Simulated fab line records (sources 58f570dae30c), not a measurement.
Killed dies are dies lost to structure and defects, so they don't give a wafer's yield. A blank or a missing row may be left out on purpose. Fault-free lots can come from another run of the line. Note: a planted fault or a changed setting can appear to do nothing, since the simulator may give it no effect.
Which of the tools did it? | flow berkeley_cmos170 | 8 lots, 24 wafers sampled, at 2 steps of a route of 331

## WHAT THE GAUGES READ, wafer by wafer
UCB170_PFIELD_OVL_MEAS_06.
lot  | measured    | on         | PFIELD_OVL (nm)
L757 | day 5 12:59 | overlay-02 | 8 4 6
L759 | day 5 17:05 | overlay-02 | -8 -4 -4
L762 | day 6 15:18 | overlay-02 | 3 3 5
L766 | day 6 15:01 | overlay-02 | 2 3 1
L769 | day 7 22:50 | overlay-02 | 269 265 261
L771 | day 8 05:41 | overlay-02 | 258 257 258
L773 | day 8 15:37 | overlay-02 | 263 262 259
L775 | day 9 04:20 | overlay-01 | 266 268 270

## WHICH TOOL RAN EACH LOT (tool, then ch and the chambers of the sampled wafers, then the start)
lot  | UCB170_PFIELD_EXPOSE_03
L757 | krf_scanner-02 ch 0, day 5 12:25
L759 | krf_scanner-01 ch 0, day 5 16:19
L762 | krf_scanner-02 ch 0, day 6 14:34
L766 | krf_scanner-01 ch 0, day 6 14:08
L769 | krf_scanner-02 ch 0, day 7 22:03
L771 | krf_scanner-02 ch 0, day 8 04:39
L773 | krf_scanner-02 ch 0, day 8 15:14
L775 | krf_scanner-02 ch 0, day 9 03:27
- UCB170_PFIELD_EXPOSE_03: exposes mask PFIELD, target cd 1500 nm.

## THE ANSWER, worked out from the rows above alone
Rule: the lots themselves supply what counts as usual. Put in order of their means at a reading, lots are off if they are a third of the lots or fewer, leave a main group of 4 or more, and stand apart from it by a gap of 3 or more times the standard deviation of the main group's means; of several such gaps the widest counts. A main group is skipped when, at the precision printed for the reading in the tables above, its means are all equal. Also off: a lot with no number at a reading for which 4 or more lots have one. The other lots that the step has rows for count as sound.
None of the lots is off at any reading shown; this tells nothing.

## WHAT THE SIMULATOR HAD PUT IN
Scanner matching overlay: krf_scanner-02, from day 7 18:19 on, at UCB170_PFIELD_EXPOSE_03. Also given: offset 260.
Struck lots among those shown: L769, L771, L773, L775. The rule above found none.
